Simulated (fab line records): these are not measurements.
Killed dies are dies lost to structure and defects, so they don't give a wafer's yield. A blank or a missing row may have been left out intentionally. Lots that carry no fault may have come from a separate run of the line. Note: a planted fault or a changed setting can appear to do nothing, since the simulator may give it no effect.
fab line records -- flow rit-cmos
record: lots: 15, wafers: 45, last-day: 8
route steps=202 shown ACTIVE@15 NRETRO@59 PRETRO@74 GATE@81 M1@202
lots that met no fault: taken from a fault-free run of the same line
start-h: hours from the record's opening day to when the first of the lot's shown wafers began -- wait-h: hours since the lot's step before -- " repeats the value in the row above -- L1.1+2: a single row standing in for several wafers -- - value missing, or start not given -- * or withheld: withheld -- < > ~ a bound
route shown NAME@n: NAME is a module with steps in the file, n the number in the route of the first one -- usual: average and standard deviation across the fault-free wafers -- same: alike in all rows -- chamber/n: place in a boat -- sites: each site's reading -- _std_site: standard deviation of those values -- _edge_site: inner sites' mean taken away from outer sites' mean -- radius-mm: for every site, how far away it sits from the centre of the wafer -- mask NAME#n: copy n -- behind: the most recent tool/chamber to have shaped the wafer -- hold: reason for holding the lot/hours on hold/outcome of the hold -- device: the n, p or np transistor that did not switch -- end of line: the tests these same wafers got at the end of their route -- for a step that has no rows: nothing shown but its recipe -- killed: not the wafer's yield, but the dies lost to structure and defects at the first sort -- map: a wafer's dies, x killed, . not, _ none there
set.NAME: the setting as run; set.NAME@STEP: as run at that earlier step -- model.NAME: the simulator's own value behind a step, which no gauge read
one table for each step of the route and one row for each wafer, over a sample of lots
services: the hour from which a tool's chamber was out of use, counted from the record's first day as start-h (under 0 if before that day), plus the number of hours and why
== steps ==
step: RIT_ACTIVE_STRIP_14
recipe: chemistry: O2, time-s: 180, resist: NOVOLAK, platen-temp-c: withheld, power-w: 500, pressure-mtorr: 4000, o2-flow-sccm: 4000
usual: drypump-motor-current-A: 5.8/0.41
lot.wafer,tool,chamber,start-h,wait-h,drypump-motor-current-A,rf-hours-counter-h
L259.1,plasma-asher-04,1,17.42,0.1,6.1,37
L259.5,plasma-asher-04,0,17.42,0.1,5.4,-
L259.6,plasma-asher-04,1,17.42,0.1,6.1,-
L260.1,plasma-asher-02,0,20.75,0.1,6.6,38
L260.3,plasma-asher-02,0,20.75,0.1,6.6,-
L260.5,plasma-asher-02,0,20.75,0.1,6.6,-
L261.2,plasma-asher-01,0,24.87,0.1,5.4,37
L261.3,plasma-asher-01,1,24.87,0.1,5.9,-
L261.6,plasma-asher-01,1,24.87,0.1,5.9,-
L262.4,plasma-asher-01,1,29.90,0.1,5.9,-
L262.5,plasma-asher-01,1,29.90,0.1,5.9,-
L262.6,plasma-asher-01,0,29.90,0.1,5.4,-
L263.2,plasma-asher-02,0,35.82,0.1,6.6,40
L263.5,plasma-asher-02,1,35.82,0.1,5.5,-
L263.6,plasma-asher-02,0,35.82,0.1,6.6,-
L265.3,plasma-asher-04,1,45.68,0.1,6.1,-
L265.4,plasma-asher-04,0,45.68,0.1,5.4,-
L265.6,plasma-asher-04,1,45.68,0.1,6.1,-
L266.1,plasma-asher-02,0,51.80,0.1,6.6,42
L266.2,plasma-asher-02,1,51.80,0.1,5.5,42
L266.3,plasma-asher-02,1,51.80,0.1,5.5,-
L267.1,plasma-asher-01,1,55.32,0.1,5.9,41
L267.2,plasma-asher-01,0,55.32,0.1,5.4,41
L267.6,plasma-asher-01,1,55.32,0.1,5.9,-
L269.2,plasma-asher-01,1,66.00,0.1,6.0,43
L269.4,plasma-asher-01,1,66.00,0.1,6.0,-
L269.5,plasma-asher-01,0,66.00,0.1,5.4,-
L270.3,plasma-asher-01,0,70.35,0.1,5.4,-
L270.4,plasma-asher-01,1,70.35,0.1,5.9,-
L270.5,plasma-asher-01,1,70.35,0.1,5.9,-
L271.1,plasma-asher-01,0,76.78,0.1,5.4,43
L271.2,plasma-asher-01,1,76.78,0.1,5.9,43
L271.4,plasma-asher-01,1,76.78,0.1,6.0,-
L272.1,plasma-asher-04,0,80.63,0.1,5.4,43
L272.3,plasma-asher-04,1,80.63,0.1,6.1,-
L272.5,plasma-asher-04,1,80.63,0.1,6.1,-
L279.1,plasma-asher-01,1,118.21,0.1,5.9,0
L279.3,plasma-asher-01,1,118.21,0.1,5.9,-
L279.5,plasma-asher-01,0,118.21,0.1,5.4,-
L280.1,plasma-asher-01,1,120.37,0.1,5.9,0
L280.3,plasma-asher-01,1,120.37,0.1,6.0,-
L280.4,plasma-asher-01,0,120.37,0.1,5.4,-
L281.1,plasma-asher-01,1,128.61,0.1,5.9,1
L281.3,plasma-asher-01,0,128.61,0.1,5.4,-
L281.4,plasma-asher-01,1,128.61,0.1,6.0,-
step: RIT_NRETRO_OVL_MEAS_06
usual: NRETRO_OVL: 0.9/1.4
lot.wafer,tool,chamber,start-h,wait-h,NRETRO_OVL[nm]
L259.1,overlay-01,-,31.32,-,0.4
L259.5,overlay-01,-,31.32,-,0.2
L259.6,overlay-01,-,31.32,-,2.9
L260.1,overlay-02,-,34.57,-,-1.2
L260.3,overlay-02,-,34.57,-,-1.7
L260.5,overlay-02,-,34.57,-,-0.9
L261.2,overlay-01,-,41.81,-,-0.1
L261.3,overlay-01,-,41.81,-,-0.9
L261.6,overlay-01,-,41.81,-,-0.4
L262.4,overlay-02,-,46.78,-,1.1
L262.5,overlay-02,-,46.78,-,0.6
L262.6,overlay-02,-,46.78,-,2.1
L263.2,overlay-02,-,52.29,-,2.7
L263.5,overlay-02,-,52.29,-,2.3
L263.6,overlay-02,-,52.29,-,2.1
L265.3,overlay-02,-,61.50,-,3.9
L265.4,overlay-02,-,61.50,-,3.6
L265.6,overlay-02,-,61.50,-,2.3
L266.1,overlay-02,-,66.81,-,-1.4
L266.2,overlay-02,-,66.81,-,-0.1
L266.3,overlay-02,-,66.81,-,1.9
L267.1,overlay-01,-,75.39,-,0.2
L267.2,overlay-01,-,75.39,-,-0.8
L267.6,overlay-01,-,75.39,-,-0.7
L269.2,overlay-02,-,82.95,-,0.1
L269.4,overlay-02,-,82.95,-,2.1
L269.5,overlay-02,-,82.95,-,3.1
L270.3,overlay-02,-,87.98,-,0.1
L270.4,overlay-02,-,87.98,-,-0.9
L270.5,overlay-02,-,87.98,-,0.5
L271.1,overlay-02,-,93.85,-,0.8
L271.2,overlay-02,-,93.85,-,0.1
L271.4,overlay-02,-,93.85,-,3.0
L272.1,overlay-02,-,98.81,-,1.9
L272.3,overlay-02,-,98.81,-,3.0
L272.5,overlay-02,-,98.81,-,1.6
L279.1,overlay-01,-,145.98,-,2.9
L279.3,overlay-01,-,145.98,-,0.5
L279.5,overlay-01,-,145.98,-,1.7
L280.1,overlay-02,-,146.22,-,-0.2
L280.3,overlay-02,-,146.22,-,1.4
L280.4,overlay-02,-,146.22,-,0.4
L281.1,overlay-01,-,159.59,-,2.9
L281.3,overlay-01,-,159.59,-,0.6
L281.4,overlay-01,-,159.59,-,1.2
step: RIT_PRETRO_TW_MEAS_10
usual: PRETRO_TW: 472/6.8
lot.wafer,tool,chamber,start-h,wait-h,PRETRO_TW
L259.1,film-metro-03,-,33.57,0.1,480
L259.5,film-metro-03,-,33.57,0.1,477
L259.6,film-metro-03,-,33.57,0.1,479
L260.1,film-metro-04,-,36.73,0.1,464
L260.3,film-metro-04,-,36.73,0.1,463
L260.5,film-metro-04,-,36.73,0.1,464
L261.2,film-metro-04,-,44.16,0.1,463
L261.3,film-metro-04,-,44.16,0.1,466
L261.6,film-metro-04,-,44.16,0.1,465
L262.4,film-metro-01,-,49.15,0.1,475
L262.5,film-metro-01,-,49.15,0.1,476
L262.6,film-metro-01,-,49.15,0.1,474
L263.2,film-metro-03,-,54.73,0.1,478
L263.5,film-metro-03,-,54.73,0.1,478
L263.6,film-metro-03,-,54.73,0.1,477
L265.3,film-metro-04,-,63.79,0.1,461
L265.4,film-metro-04,-,63.79,0.1,461
L265.6,film-metro-04,-,63.79,0.1,464
L266.1,film-metro-03,-,68.97,0.1,476
L266.2,film-metro-03,-,68.97,0.1,477
L266.3,film-metro-03,-,68.97,0.1,477
L267.1,film-metro-04,-,77.94,0.1,462
L267.2,film-metro-04,-,77.94,0.1,463
L267.6,film-metro-04,-,77.94,0.1,463
L269.2,film-metro-01,-,85.53,0.1,473
L269.4,film-metro-01,-,85.53,0.1,476
L269.5,film-metro-01,-,85.53,0.1,474
L270.3,film-metro-04,-,90.27,0.1,467
L270.4,film-metro-04,-,90.27,0.1,464
L270.5,film-metro-04,-,90.27,0.1,468
L271.1,film-metro-03,-,96.14,0.1,478
L271.2,film-metro-03,-,96.14,0.1,478
L271.4,film-metro-03,-,96.14,0.1,477
L272.1,film-metro-03,-,101.04,0.1,477
L272.3,film-metro-03,-,101.04,0.1,482
L272.5,film-metro-03,-,101.04,0.1,477
L279.1,film-metro-04,-,148.27,0.1,466
L279.3,film-metro-04,-,148.27,0.1,466
L279.5,film-metro-04,-,148.27,0.1,468
L280.1,film-metro-04,-,148.52,0.1,465
L280.3,film-metro-04,-,148.52,0.1,465
L280.4,film-metro-04,-,148.52,0.1,467
L281.1,film-metro-03,-,161.97,0.1,482
L281.3,film-metro-03,-,161.97,0.1,482
L281.4,film-metro-03,-,161.97,0.1,482
step: RIT_GATE_OXIDATION_05
recipe: temp-c: 900, ambient: O2, target-thk-a: 30, ox-time-s: 270
usual: tube-center-temp-C: 900/0.079
same: ox-time-s: 270
lot.wafer,tool,chamber,start-h,wait-h,tube-center-temp-C
L259.1,furnace-04,0,34.14,0.1,899.94
L259.5,furnace-04,0,34.14,0.1,899.87
L259.6,furnace-04,0,34.14,0.1,899.97
L260.1,furnace-01,0,37.27,0.1,899.93
L260.3,furnace-01,0,37.27,0.1,899.95
L260.5,furnace-01,0,37.27,0.1,900.07
L261.2,furnace-03,0,46.58,1.9,899.94
L261.3,furnace-03,0,46.58,1.9,900
L261.6,furnace-03,0,46.58,1.9,900.02
L262.4,furnace-04,0,49.70,0.0,899.93
L262.5,furnace-04,0,49.70,0.0,900.04
L262.6,furnace-04,0,49.70,0.0,899.92
L263.2,furnace-01,0,58.64,3.4,899.98
L263.5,furnace-01,0,58.64,3.4,899.97
L263.6,furnace-01,0,58.64,3.4,899.94
L265.3,furnace-01,0,64.77,0.5,900.06
L265.4,furnace-01,0,64.77,0.5,899.98
L265.6,furnace-01,0,64.77,0.5,900.1
L266.1,furnace-03,0,70.99,1.5,900.04
L266.2,furnace-03,0,70.99,1.5,899.94
L266.3,furnace-03,0,70.99,1.5,900.05
L267.1,furnace-01,0,78.55,0.1,899.88
L267.2,furnace-01,0,78.55,0.1,899.97
L267.6,furnace-01,0,78.55,0.1,899.95
L267.1,furnace-03,0,81.63,2.0,900.2
L267.2,furnace-03,0,81.63,2.0,900.04
L267.6,furnace-03,0,81.63,2.0,899.98
L269.2,furnace-03,0,89.26,3.2,899.91
L269.4,furnace-03,0,89.26,3.2,899.93
L269.5,furnace-03,0,89.26,3.2,899.88
L270.3,furnace-03,0,94.45,3.7,900.03
L270.4,furnace-03,0,94.45,3.7,900.19
L270.5,furnace-03,0,94.45,3.7,899.97
L270.3,furnace-03,0,97.09,1.6,899.91
L270.4,furnace-03,0,97.09,1.6,899.82
L270.5,furnace-03,0,97.09,1.6,899.98
L271.1,furnace-03,0,97.09,0.4,900.02
L271.2,furnace-03,0,97.09,0.4,900.05
L271.4,furnace-03,0,97.09,0.4,900.03
L272.1,furnace-04,0,102.05,0.5,899.89
L272.3,furnace-04,0,102.05,0.5,899.99
L272.5,furnace-04,0,102.05,0.5,900.03
L272.1,furnace-03,0,103.51,0.4,900.09
L272.3,furnace-03,0,103.51,0.4,899.89
L272.5,furnace-03,0,103.51,0.4,900.12
L279.1,furnace-01,0,149.86,1.1,900.07
L279.3,furnace-01,0,149.86,1.1,900.06
L279.5,furnace-01,0,149.86,1.1,899.94
L280.1,furnace-01,0,149.86,0.9,900.01
L280.3,furnace-01,0,149.86,0.9,899.94
L280.4,furnace-01,0,149.86,0.9,900.07
L281.1,furnace-03,0,163.72,1.2,900.03
L281.3,furnace-03,0,163.72,1.2,899.99
L281.4,furnace-03,0,163.72,1.2,899.91
step: RIT_GATE_THK_MEAS_07
recipe: reads: SiO2_of_GATE_OXIDATION_05
usual: GATE_OXIDE_THK: 3.04/0.062
lot.wafer,tool,chamber,start-h,wait-h,GATE_OXIDE_THK[nm]
L259.1,film-metro-04,-,35.47,0.0,3.10
L259.5,film-metro-04,-,35.47,0.0,3.20
L259.6,film-metro-04,-,35.47,0.0,3.09
L260.1,film-metro-01,-,39.61,0.0,2.99
L260.3,film-metro-01,-,39.61,0.0,3.04
L260.5,film-metro-01,-,39.61,0.0,3.00
L261.2,film-metro-02,-,49.15,0.0,3.11
L261.3,film-metro-02,-,49.15,0.0,3.08
L261.6,film-metro-02,-,49.15,0.0,3.12
L262.4,film-metro-01,-,51.05,0.0,2.95
L262.5,film-metro-01,-,51.05,0.0,2.93
L262.6,film-metro-01,-,51.05,0.0,3.01
L263.2,film-metro-04,-,61.28,0.0,3.02
L263.5,film-metro-04,-,61.28,0.0,3.06
L263.6,film-metro-04,-,61.28,0.0,2.97
L265.3,film-metro-04,-,67.77,0.0,3.17
L265.4,film-metro-04,-,67.77,0.0,3.02
L265.6,film-metro-04,-,67.77,0.0,3.10
L266.1,film-metro-01,-,74.40,0.0,3.03
L266.2,film-metro-01,-,74.40,0.0,3.04
L266.3,film-metro-01,-,74.40,0.0,3.05
L267.1,film-metro-04,-,83.20,0.0,5.19
L267.2,film-metro-04,-,83.20,0.0,5.16
L267.6,film-metro-04,-,83.20,0.0,5.16
L267.1,film-metro-04,-,83.43,0.2,5.11
L267.2,film-metro-04,-,83.43,0.2,5.17
L267.6,film-metro-04,-,83.43,0.2,5.15
L269.2,film-metro-04,-,94.46,0.0,3.04
L269.4,film-metro-04,-,94.46,0.0,3.09
L269.5,film-metro-04,-,94.46,0.0,3.09
L271.1,film-metro-01,-,98.41,0.0,3.05
L271.2,film-metro-01,-,98.41,0.0,3.03
L271.4,film-metro-01,-,98.41,0.0,2.98
L270.3,film-metro-01,-,98.49,0.1,4.95
L270.4,film-metro-01,-,98.49,0.1,4.97
L270.5,film-metro-01,-,98.49,0.1,4.93
L270.3,film-metro-01,-,98.72,0.2,4.93
L270.4,film-metro-01,-,98.72,0.2,4.97
L270.5,film-metro-01,-,98.72,0.2,4.84
L272.1,film-metro-02,-,105.33,0.0,5.31
L272.3,film-metro-02,-,105.33,0.0,5.24
L272.5,film-metro-02,-,105.33,0.0,5.28
L272.1,film-metro-02,-,105.55,0.2,5.29
L272.3,film-metro-02,-,105.55,0.2,5.27
L272.5,film-metro-02,-,105.55,0.2,5.27
L279.1,film-metro-02,-,153.12,0.0,3.04
L279.3,film-metro-02,-,153.12,0.0,3.02
L279.5,film-metro-02,-,153.12,0.0,3.09
L280.1,film-metro-04,-,153.12,0.0,2.97
L280.3,film-metro-04,-,153.12,0.0,2.87
L280.4,film-metro-04,-,153.12,0.0,2.97
L281.1,film-metro-01,-,166.95,0.0,3.12
L281.3,film-metro-01,-,166.95,0.0,3.11
L281.4,film-metro-01,-,166.95,0.0,3.08
step: RIT_M1_PROBE_99
usual: killed-at-contacts: 0.1/0.24, killed-at-front-end: 7/3.1, killed-dies: 7/3.1, killed-open: 3.3/1.9, killed-short: 3.9/2.1
same: gross-dies: 264, killed_at_M0_to_M3: 0, killed_at_M4_up: 0, killed-at-back-side: 0, killed-at-other: 0
lot.wafer,tool,chamber,start-h,wait-h,killed-at-contacts,killed-at-front-end,killed-dies,killed-open,killed-short
L259.1,prober-01,-,58.97,0.1,0,8,8,5,3
L259.5,prober-01,-,59.17,0.2,0,8,8,6,2
L259.6,prober-01,-,59.22,0.2,0,9,9,3,6
L260.1,prober-02,-,63.35,0.1,0,14,14,2,12
L260.3,prober-02,-,63.45,0.2,0,4,4,1,3
L260.5,prober-02,-,63.55,0.2,0,7,7,2,4
L261.2,prober-01,-,73.33,0.1,0,5,5,2,3
L261.3,prober-01,-,73.38,0.2,0,5,5,2,3
L261.6,prober-01,-,73.53,0.2,0,12,12,7,5
L262.4,prober-02,-,79.47,0.2,0,7,7,4,3
L262.5,prober-02,-,79.52,0.2,0,9,9,6,3
L262.6,prober-02,-,79.57,0.2,0,4,4,2,2
L263.2,prober-01,-,85.44,0.1,0,10,10,4,6
L263.5,prober-01,-,85.59,0.2,0,3,3,2,1
L263.6,prober-01,-,85.64,0.2,0,6,6,4,2
L265.3,prober-01,-,93.56,0.2,0,4,4,2,2
L265.4,prober-01,-,93.61,0.2,0,7,7,4,3
L265.6,prober-01,-,93.71,0.2,0,9,9,5,4
L266.1,prober-02,-,98.24,0.1,0,4,4,1,3
L266.2,prober-02,-,98.29,0.1,0,5,5,3,2
L266.3,prober-02,-,98.34,0.2,0,6,6,2,4
L269.2,prober-01,-,117.64,0.1,0,9,9,2,5
L269.4,prober-01,-,117.74,0.2,0,7,7,3,4
L269.5,prober-01,-,117.79,0.2,0,5,5,3,2
L267.1,prober-01,-,120.75,0.1,0,8,8,4,4
L267.2,prober-01,-,120.80,0.1,0,8,8,4,4
L267.6,prober-01,-,121.00,0.2,1,11,12,6,6
L271.1,prober-01,-,122.41,0.1,0,8,8,5,3
L271.2,prober-01,-,122.46,0.1,0,4,4,2,2
L271.4,prober-01,-,122.56,0.2,0,8,8,3,5
L270.3,prober-02,-,132.38,0.2,0,6,6,2,4
L270.4,prober-02,-,132.43,0.2,0,5,5,4,1
L270.5,prober-02,-,132.48,0.2,0,14,14,5,9
L272.1,prober-02,-,137.34,0.1,0,7,7,4,3
L272.3,prober-02,-,137.44,0.2,0,3,3,1,2
L272.5,prober-02,-,137.54,0.2,0,6,6,2,4
L279.1,prober-01,-,180.41,0.1,1,6,7,3,4
L279.3,prober-01,-,180.51,0.2,1,7,8,3,5
L279.5,prober-01,-,180.61,0.2,0,6,6,4,2
L280.1,prober-02,-,181.91,0.1,0,9,9,5,4
L280.3,prober-02,-,182.01,0.2,0,12,12,6,6
L280.4,prober-02,-,182.06,0.2,0,3,3,2,1
L281.1,prober-02,-,194.30,0.1,1,8,9,5,4
L281.3,prober-02,-,194.40,0.2,0,5,5,3,2
L281.4,prober-02,-,194.45,0.2,0,9,9,6,3
killed by level:class
L259.1 FOX1:geometric-particle:short=2 GATE:geometric-particle:open=2 FOX1:geometric-particle:open=1 REOX:geometric-particle:open=1 SPACER:geometric-particle:open=1 SPACER:geometric-particle:short=1
L259.5 GATE:geometric-particle:open=2 SPACER:geometric-particle:open=2 REOX:geometric-particle:open=1 REOX:geometric-particle:short=1 SPACER:geometric-particle:short=1 SILICIDE:geometric-particle:open=1
L259.6 SILICIDE:geometric-particle:short=3 GATE:geometric-particle:short=2 SPACER:geometric-particle:open=2 FOX2:geometric-particle:open=1 SPACER:geometric-particle:short=1
L260.1 REOX:geometric-particle:short=5 FOX2:geometric-particle:short=3 GATE:geometric-particle:short=3 GATE:geometric-particle:open=1 SPACER:geometric-particle:open=1 SPACER:geometric-particle:short=1
L260.3 SPACER:geometric-particle:short=2 GATE:geometric-particle:open=1 REOX:geometric-particle:short=1
L260.5 GATE:geometric-particle:short=2 SPACER:geometric-particle:open=2 FOX2:geometric-particle:short=1 SILICIDE:geometric-particle:short=1 PWELL:coat-microbubble-printed=1
L261.2 SILICIDE:geometric-particle:short=3 GATE:geometric-particle:open=1 SILICIDE:geometric-particle:open=1
L261.3 GATE:geometric-particle:open=2 GATE:geometric-particle:short=1 REOX:geometric-particle:short=1 SILICIDE:geometric-particle:short=1
L261.6 GATE:geometric-particle:open=3 SILICIDE:geometric-particle:open=3 SPACER:geometric-particle:short=2 SILICIDE:geometric-particle:short=2 GATE:geometric-particle:short=1 SPACER:geometric-particle:open=1
L262.4 REOX:geometric-particle:short=2 REOX:geometric-particle:open=2 FOX1:geometric-particle:short=1 GATE:geometric-particle:open=1 SILICIDE:geometric-particle:open=1
L262.5 GATE:geometric-particle:open=3 FOX1:geometric-particle:open=2 FOX1:geometric-particle:short=2 REOX:geometric-particle:open=1 REOX:geometric-particle:short=1
L262.6 GATE:geometric-particle:short=2 FOX1:geometric-particle:open=1 REOX:geometric-particle:open=1
L263.2 GATE:geometric-particle:short=3 FOX1:geometric-particle:open=1 FOX2:geometric-particle:short=1 GATE:geometric-particle:open=1 REOX:geometric-particle:open=1 REOX:geometric-particle:short=1 SPACER:geometric-particle:open=1 SILICIDE:geometric-particle:short=1
L263.5 FOX2:geometric-particle:open=1 GATE:geometric-particle:short=1 SPACER:geometric-particle:open=1
L263.6 FOX1:geometric-particle:short=1 FOX1:geometric-particle:open=1 GATE:geometric-particle:short=1 GATE:geometric-particle:open=1 REOX:geometric-particle:open=1 SILICIDE:geometric-particle:open=1
L265.3 GATE:geometric-particle:short=2 GATE:geometric-particle:open=1 SPACER:geometric-particle:open=1
L265.4 FOX1:geometric-particle:open=2 FOX1:geometric-particle:short=1 GATE:geometric-particle:short=1 GATE:geometric-particle:open=1 SPACER:geometric-particle:open=1 SPACER:geometric-particle:short=1
L265.6 GATE:geometric-particle:open=3 FOX1:geometric-particle:short=1 FOX1:geometric-particle:open=1 GATE:geometric-particle:short=1 SPACER:geometric-particle:open=1 SPACER:geometric-particle:short=1 SILICIDE:geometric-particle:short=1
L266.1 FOX1:geometric-particle:short=1 GATE:geometric-particle:short=1 SPACER:geometric-particle:open=1 SPACER:geometric-particle:short=1
L266.2 GATE:geometric-particle:open=3 SPACER:geometric-particle:short=2
L266.3 SPACER:geometric-particle:short=2 FOX1:geometric-particle:open=1 GATE:geometric-particle:short=1 REOX:geometric-particle:short=1 SPACER:geometric-particle:open=1
L269.2 FOX2:geometric-particle:short=3 NRETRO:coat-microbubble-printed=2 GATE:geometric-particle:short=1 GATE:geometric-particle:open=1 SPACER:geometric-particle:short=1 SILICIDE:geometric-particle:open=1
L269.4 GATE:geometric-particle:open=2 SPACER:geometric-particle:short=2 GATE:geometric-particle:short=1 SILICIDE:geometric-particle:open=1 SILICIDE:geometric-particle:short=1
L269.5 FOX1:geometric-particle:open=1 GATE:geometric-particle:open=1 SPACER:geometric-particle:short=1 SPACER:geometric-particle:open=1 SILICIDE:geometric-particle:short=1
L267.1 FOX1:geometric-particle:short=2 GATE:geometric-particle:open=2 SPACER:geometric-particle:short=2 FOX2:geometric-particle:open=1 SPACER:geometric-particle:open=1
L267.2 GATE:geometric-particle:short=3 REOX:geometric-particle:open=2 GATE:geometric-particle:open=1 REOX:geometric-particle:short=1 SILICIDE:geometric-particle:open=1
L267.6 GATE:geometric-particle:open=3 FOX2:geometric-particle:short=2 FOX1:geometric-particle:short=1 GATE:geometric-particle:short=1 REOX:geometric-particle:open=1 SPACER:geometric-particle:open=1 SPACER:geometric-particle:short=1 SILICIDE:geometric-particle:short=1
L271.1 FOX1:geometric-particle:open=2 GATE:geometric-particle:open=2 FOX1:geometric-particle:short=1 FOX2:geometric-particle:short=1 REOX:geometric-particle:open=1 REOX:geometric-particle:short=1
L271.2 GATE:geometric-particle:short=1 GATE:geometric-particle:open=1 SPACER:geometric-particle:open=1 SILICIDE:geometric-particle:short=1
L271.4 SILICIDE:geometric-particle:short=4 SILICIDE:geometric-particle:open=2 FOX1:geometric-particle:short=1 REOX:geometric-particle:open=1
L270.3 REOX:geometric-particle:short=3 FOX2:geometric-particle:open=1 REOX:geometric-particle:open=1 SPACER:geometric-particle:short=1
L270.4 FOX1:geometric-particle:short=1 GATE:geometric-particle:open=1 REOX:geometric-particle:open=1 SPACER:geometric-particle:open=1 SILICIDE:geometric-particle:open=1
L270.5 GATE:geometric-particle:short=5 GATE:geometric-particle:open=2 REOX:geometric-particle:short=2 FOX1:geometric-particle:open=1 FOX1:geometric-particle:short=1 FOX2:geometric-particle:open=1 SILICIDE:geometric-particle:open=1 SILICIDE:geometric-particle:short=1
L272.1 GATE:geometric-particle:open=3 GATE:geometric-particle:short=2 SPACER:geometric-particle:open=1 SPACER:geometric-particle:short=1
L272.3 FOX1:geometric-particle:short=2 SPACER:geometric-particle:open=1
L272.5 SILICIDE:geometric-particle:short=2 SILICIDE:geometric-particle:open=2 FOX1:geometric-particle:short=1 REOX:geometric-particle:short=1
L279.1 FOX1:geometric-particle:short=1 FOX1:geometric-particle:open=1 GATE:geometric-particle:open=1 GATE:geometric-particle:short=1 SILICIDE:geometric-particle:open=1 SILICIDE:geometric-particle:short=1 CONTACT:geometric-particle:short=1
L279.3 GATE:geometric-particle:short=3 SPACER:geometric-particle:open=2 FOX1:geometric-particle:short=1 SILICIDE:geometric-particle:open=1 CONTACT:geometric-particle:short=1
L279.5 SPACER:geometric-particle:open=2 FOX1:geometric-particle:short=1 GATE:geometric-particle:open=1 SPACER:geometric-particle:short=1 SILICIDE:geometric-particle:open=1
L280.1 FOX1:geometric-particle:open=2 REOX:geometric-particle:open=2 REOX:geometric-particle:short=2 FOX1:geometric-particle:short=1 SPACER:geometric-particle:short=1 SILICIDE:geometric-particle:open=1
L280.3 GATE:geometric-particle:short=4 GATE:geometric-particle:open=2 REOX:geometric-particle:short=2 FOX1:geometric-particle:open=1 FOX2:geometric-particle:open=1 REOX:geometric-particle:open=1 SILICIDE:geometric-particle:open=1
L280.4 FOX1:geometric-particle:open=1 GATE:geometric-particle:open=1 GATE:geometric-particle:short=1
L281.1 REOX:geometric-particle:short=3 REOX:geometric-particle:open=2 FOX1:geometric-particle:open=1 GATE:geometric-particle:open=1 SILICIDE:geometric-particle:open=1 CONTACT:geometric-particle:short=1
L281.3 SPACER:geometric-particle:open=2 GATE:geometric-particle:short=1 REOX:geometric-particle:short=1 SILICIDE:geometric-particle:open=1
L281.4 REOX:geometric-particle:open=2 SPACER:geometric-particle:short=2 SPACER:geometric-particle:open=2 FOX1:geometric-particle:open=1 FOX2:geometric-particle:open=1 REOX:geometric-particle:short=1
== services ==
tool,chamber,start-h,hours,kind
plasma-asher-04,-,35.24,10.0,pm
furnace-03,-,43.47,3.1,pm
plasma-asher-02,-,44.58,1.2,repair
plasma-asher-04,-,47.58,3.2,repair
furnace-04,-,108.93,75.3,pm
plasma-asher-04,-,116.94,2.9,repair
plasma-asher-01,0,117.75,-,clean
plasma-asher-01,1,117.75,-,clean
furnace-01,-,126.73,3.7,pm
furnace-03,-,137.66,2.1,repair
== key ==
first-sign: step: RIT_GATE_OXIDATION_05, reading: visit, direction: added
effect: step: RIT_GATE_THK_MEAS_07, reading: visit, direction: added
effect: step: RIT_GATE_THK_MEAS_07, reading: GATE_OXIDE_THK, direction: up, sigmas: 34, usual: 3.04, struck: 5.13
met-at RIT_GATE_OXIDATION_05
struck-lots L267,L270,L272
tester-left-out L267,L270,L272
not-acting-at RIT_ACTIVE_STRIP_14,RIT_NRETRO_OVL_MEAS_06,RIT_PRETRO_TW_MEAS_10
fault: kind: repeated-step-whole, tool: furnace-01,furnace-03,furnace-04, chamber: -, onset-h: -, steps: RIT_GATE_OXIDATION_05, times: 1, scope: struck-lots-only
tester-left-out: of these lots the tester's yield and bins aren't shown, on N5 and GAA mostly nor the transistor test; their killed dies are dies lost to structure and defects alone, not to doping, threshold or leakage, so they don't give the yield
